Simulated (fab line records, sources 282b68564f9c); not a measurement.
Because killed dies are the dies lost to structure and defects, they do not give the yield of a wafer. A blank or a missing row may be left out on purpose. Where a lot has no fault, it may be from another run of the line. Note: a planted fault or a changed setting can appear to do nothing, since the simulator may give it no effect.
Which of the tools did it?	flow rit-cmos	14 lots, 42 wafers sampled, at 2 steps of a route of 202

== WHAT THE GAUGES SHOWED, per wafer ==
Not one reading of a measure or inspect step in the record can be checked against a usual standard deviation.

== WHAT TOOL EACH LOT RAN ON (gives the tool, then ch and the chambers of the sampled wafers, and finally the start) ==
lot	RIT_NSD_SOFTBAKE_02	RIT_M1_PROBE_99
L544	litho-track-02 ch 0, day 3 09:05	-
L545	litho-track-04 ch 0, day 3 11:02	-
L547	litho-track-02 ch 0, day 3 17:59	prober-02, day 4 05:16
L549	litho-track-04 ch 0, day 4 07:22	-
L550	litho-track-02 ch 0, day 4 07:22	prober-01, day 4 18:41
L552	litho-track-04 ch 0, day 4 17:21	-
L553	litho-track-01 ch 0, day 4 20:53	prober-01, day 5 07:23
L554	litho-track-04 ch 0, day 5 02:13	-
L556	litho-track-01 ch 0, day 5 12:42	prober-02, day 5 23:17
L560	litho-track-02 ch 0, day 6 09:36	prober-02, day 6 20:09
L561	litho-track-02 ch 0, day 6 18:49	-
L564	litho-track-04 ch 0, day 7 12:35	prober-02, day 7 23:04
L565	litho-track-04 ch 0, day 7 19:31	-
L566	litho-track-04 ch 0, day 8 04:36	-
- RIT_NSD_SOFTBAKE_02: time 60 s.
- RIT_M1_PROBE_99

== WHAT THE TOOLS THEMSELVES READ (means of the sampled wafers that have a number; where no wafer has one, the mark that the record gives instead) ==
RIT_NSD_SOFTBAKE_02. Usual: heater-power-total-W 34.57 W, standard deviation 0.05; plate-temp-C 89.99 C, standard deviation 0.12.
lot	tool	heater-power-total-W (W)	plate-temp-C (C)	flag
L544	litho-track-02	34.59	90.02	
L545	litho-track-04	34.56	90.13	
L547	litho-track-02	34.55	89.95	
L549	litho-track-04	34.54	90.00	
L550	litho-track-02	34.54	90.02	
L552	litho-track-04	34.62	89.99	
L553	litho-track-01	34.61	89.91	
L554	litho-track-04	34.56	89.91	
L556	litho-track-01	34.53	90.03	
L560	litho-track-02	33.23	87.40	OFF
L561	litho-track-02	33.24	87.47	OFF
L564	litho-track-04	34.52	90.10	
L565	litho-track-04	34.55	89.95	
L566	litho-track-04	34.58	90.15	

RIT_M1_PROBE_99. Usual: killed_at_M0_to_M3 is 0.0 with standard deviation 0.12, killed-at-contacts is 0.0 with standard deviation 0.2, killed-at-front-end is 7 with standard deviation 3, killed-dies is 7 with standard deviation 3, killed-on-rim is 2.1 with standard deviation 1.6, killed-open is 3.4 with standard deviation 1.8, and killed-short is 3.8 with standard deviation 2.1.
lot	tool	killed_at_M0_to_M3	killed-at-contacts	killed-at-front-end	killed-dies	killed-on-rim	killed-open	killed-short	flag
L547	prober-02	0.0	0.0	6	6	0.7	2.7	3.7	
L550	prober-01	0.0	0.0	7	7	3.0	2.7	4.0	
L553	prober-01	0.0	0.0	6	6	2.0	2.3	3.3	
L556	prober-02	0.0	0.3	10	10	2.3	5.3	5.0	
L560	prober-02	0.0	0.0	7	7	3.0	3.3	4.0	
L564	prober-02	0.0	0.0	9	9	1.7	4.3	5.0	

== THE ANSWER, worked out from the rows above alone ==
Rule: a lot counts as off when the mean over its wafers that have a number is more than 3 standard deviations away from the usual mean. A lot without any number at a reading at which 4 lots or more have one is off too. All remaining lots with rows at the step are treated as sound. After the gauges, taken in route order, come the tools' own readings; for these a lot's mean is taken, as printed above. The first step at which some lot is off is used, and at that step the reading that is off furthest; a lot without a number counts as furthest.
Off: L560, L561 (RIT_NSD_SOFTBAKE_02, heater-power-total-W).
If a tool, at that step or one of the process steps before it, ran each lot that is off and ran no sound lot following the first of them, it fits. One fits: litho-track-02 at RIT_NSD_SOFTBAKE_02. A fault onset in the window from L550 (day 4 07:22, its last sound lot) to L560 (day 6 09:36, its first lot off) fits.
The tool's own readings at RIT_NSD_SOFTBAKE_02 bear it out: on the lots that are off they differ by more than 5 times the standard deviation of the sound lots' means. heater-power-total-W reads 33.23 W there against 34.56 W on the sound lots; plate-temp-C reads 87.44 C there against 90.01 C on the sound lots.

== WHAT THE SIMULATOR HAD INSERTED ==
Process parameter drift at RIT_NSD_SOFTBAKE_02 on litho-track-02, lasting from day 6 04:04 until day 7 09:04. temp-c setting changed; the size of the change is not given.
Lots struck among those shown: L560, L561. Same finding as the rule above.
